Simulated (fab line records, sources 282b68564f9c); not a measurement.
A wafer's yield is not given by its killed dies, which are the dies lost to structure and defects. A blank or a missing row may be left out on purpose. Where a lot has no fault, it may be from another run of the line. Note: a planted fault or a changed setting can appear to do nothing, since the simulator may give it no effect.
Comparing a struck lot with a sound one -- flow rit cmos -- 44 steps out of a route of 202
Sound: these wafers, L584.4, L584.5, L584.6. The struck wafers were L580.1, L580.2, L580.4. The cause is named last.
At each step with rows: each side's tool, then ch and its chambers, then its first start. Under that, the readings that differ: sound wafers -- struck wafers -- difference of the means -- sigmas: that difference in standard deviations of wafers without a fault.
alike: a reading whose means differ by less than 2 such deviations, as well as words and numbers matching on both sides. not compared: withheld readings; readings where some wafer has no value; bounds like >300 that might hide an equal value; numbers whose values overlap and for which the record gives no deviation.
The two part at a step that has a row with sigmas, a row that says differs or no value, or rows on one side only. When numbers do not overlap yet have no deviation, they are printed without sigmas and do not part them. Lack of a reading on every wafer of one side parts them only where that side has two or more wafers.

first, 2 steps without rows for these wafers: RIT_NLDD_HARDBAKE_07 (time 60 s); RIT_NLDD_IMPLANT_08.
RIT_NLDD_STRIP_09: strips in O2, time 180 s.
  sound on plasma asher-03 ch 0,1, day 7 11:42; struck on plasma asher-01 ch 0,1, day 6 12:16
  alike: drypump motor current A
  not compared: rf hours counter h
RIT_NLDD_TW_MEAS_10:
  sound on film metro-02 at day 7 11:50; struck on film metro-04 at day 6 12:27
  alike: NLDD_TW
then, 6 steps without rows for these wafers: RIT_PLDD_HMDS_00 (prime time 60 s); RIT_PLDD_COAT_01 (resist thk 1000 nm); RIT_PLDD_SOFTBAKE_02 (time 60 s); RIT_PLDD_EXPOSE_03 (exposes mask M8, target cd 40900 nm); RIT_PLDD_PEB_04; RIT_PLDD_DEVELOP_05 (develop time 50 s).
RIT_PLDD_OVL_MEAS_06:
  sound on overlay-02 at day 7 12:52; struck on overlay-01 at day 6 13:22
  alike: PLDD_OVL
then, 1 step without rows for these wafers: RIT_PLDD_HARDBAKE_07 (time 60 s).
RIT_PLDD_IMPLANT_08:
  sound on implanter-02 ch 0, day 7 13:07; struck on implanter-02 ch 0, day 6 13:58
  alike: tilt deg
RIT_PLDD_STRIP_09: strips in O2, time 180 s.
  sound on plasma asher-02 ch 0,1, day 7 13:14; struck on plasma asher-01 ch 0,1, day 6 14:07
  alike: drypump motor current A
  not compared: rf hours counter h
RIT_PLDD_TW_MEAS_10:
  sound on film metro-02 at day 7 13:23; struck on film metro-02 at day 6 14:17
reading,sound,struck,difference,sigmas
PLDD_TW,2358 2362 2349,2742 2744 2757,+391,+43
then, 4 steps without rows for these wafers: RIT_SPACER_CLEAN_00 (cleans in SC1, time 600 s); RIT_SPACER_CLEAN_01 (cleans in dHF, time 30 s); RIT_SPACER_CLEAN_02 (cleans in SC2, time 600 s); RIT_SPACER_CVD_03 (deposits Si3N4 from SiH2Cl2/NH3, target thk 250 nm, time 3300 s).
RIT_SPACER_THK_MEAS_04:
  sound on film metro-02 at day 7 15:44; struck on film metro-01 at day 6 17:45
  alike: SPACER_NITRIDE_THK
RIT_SPACER_ETCHBACK_05: etches Si3N4 in SF6/CHF3, stops on SiO2, target depth 250 nm, time 240 s.
  sound on rie diel-03 ch 0,1,2, day 7 15:46; struck on rie diel-02 ch 1,2,3, day 6 17:49
  alike: drypump motor current A, oes product au, throttle valve pct
  not compared: rf hours counter h
then, 6 steps without rows for these wafers: RIT_NSD_HMDS_00 (prime time 60 s); RIT_NSD_COAT_01 (resist thk 1000 nm); RIT_NSD_SOFTBAKE_02 (time 60 s); RIT_NSD_EXPOSE_03 (exposes mask M9, target cd 40700 nm); RIT_NSD_PEB_04; RIT_NSD_DEVELOP_05 (develop time 50 s).
RIT_NSD_OVL_MEAS_06:
  sound on overlay-02 at day 7 16:55; struck on overlay-01 at day 6 19:08
  alike: NSD_OVL
then, 2 steps without rows for these wafers: RIT_NSD_HARDBAKE_07 (time 60 s); RIT_NSD_IMPLANT_08.
RIT_NSD_STRIP_09: strips in O2, time 180 s.
  sound on plasma asher-03 ch 0,1, day 7 17:17; struck on plasma asher-02 ch 0,1, day 6 19:29
  alike: drypump motor current A
  not compared: rf hours counter h
RIT_NSD_TW_MEAS_10:
  sound on film metro-02 at day 7 17:26; struck on film metro-03 at day 6 19:46
  alike: NSD_TW
then, 6 steps without rows for these wafers: RIT_PSD_HMDS_00 (prime time 60 s); RIT_PSD_COAT_01 (resist thk 992 nm); RIT_PSD_SOFTBAKE_02 (time 60 s); RIT_PSD_EXPOSE_03 (exposes mask M10, target cd 40900 nm); RIT_PSD_PEB_04; RIT_PSD_DEVELOP_05 (develop time 50 s).
RIT_PSD_OVL_MEAS_06:
  sound on overlay-01 at day 7 18:27; struck on overlay-02 at day 6 20:52
  alike: PSD_OVL
then, 2 steps without rows for these wafers: RIT_PSD_HARDBAKE_07 (time 60 s); RIT_PSD_IMPLANT_08.
RIT_PSD_STRIP_09: strips in O2, time 180 s.
  sound on plasma asher-02 ch 0,1, day 7 18:50; struck on plasma asher-04 ch 0,1, day 6 21:12
  alike: drypump motor current A
  not compared: rf hours counter h
RIT_SDANNEAL_RS_MEAS_06: measures by four-point-probe.
  sound on film metro-04 at day 7 19:44; struck on film metro-02 at day 6 22:16
reading,sound,struck,difference,sigmas
PLDD_RS (ohm/sq),176.9 176.7 176.6,151.7 151.7 151.6,-25.1,-52
RIT_M1_PROBE_99:
  sound on prober-01 at day 8 03:17; struck on prober-01 at day 7 15:02
  alike: killed at contacts, killed at front end, killed dies, killed open, killed short

WHERE THEY PART
Last at RIT_SDANNEAL_RS_MEAS_06 as far as this record goes, first at RIT_PLDD_TW_MEAS_10. Later steps at which nothing parts them and some readings are alike: RIT_M1_PROBE_99.

WHY: whatever the simulator had introduced
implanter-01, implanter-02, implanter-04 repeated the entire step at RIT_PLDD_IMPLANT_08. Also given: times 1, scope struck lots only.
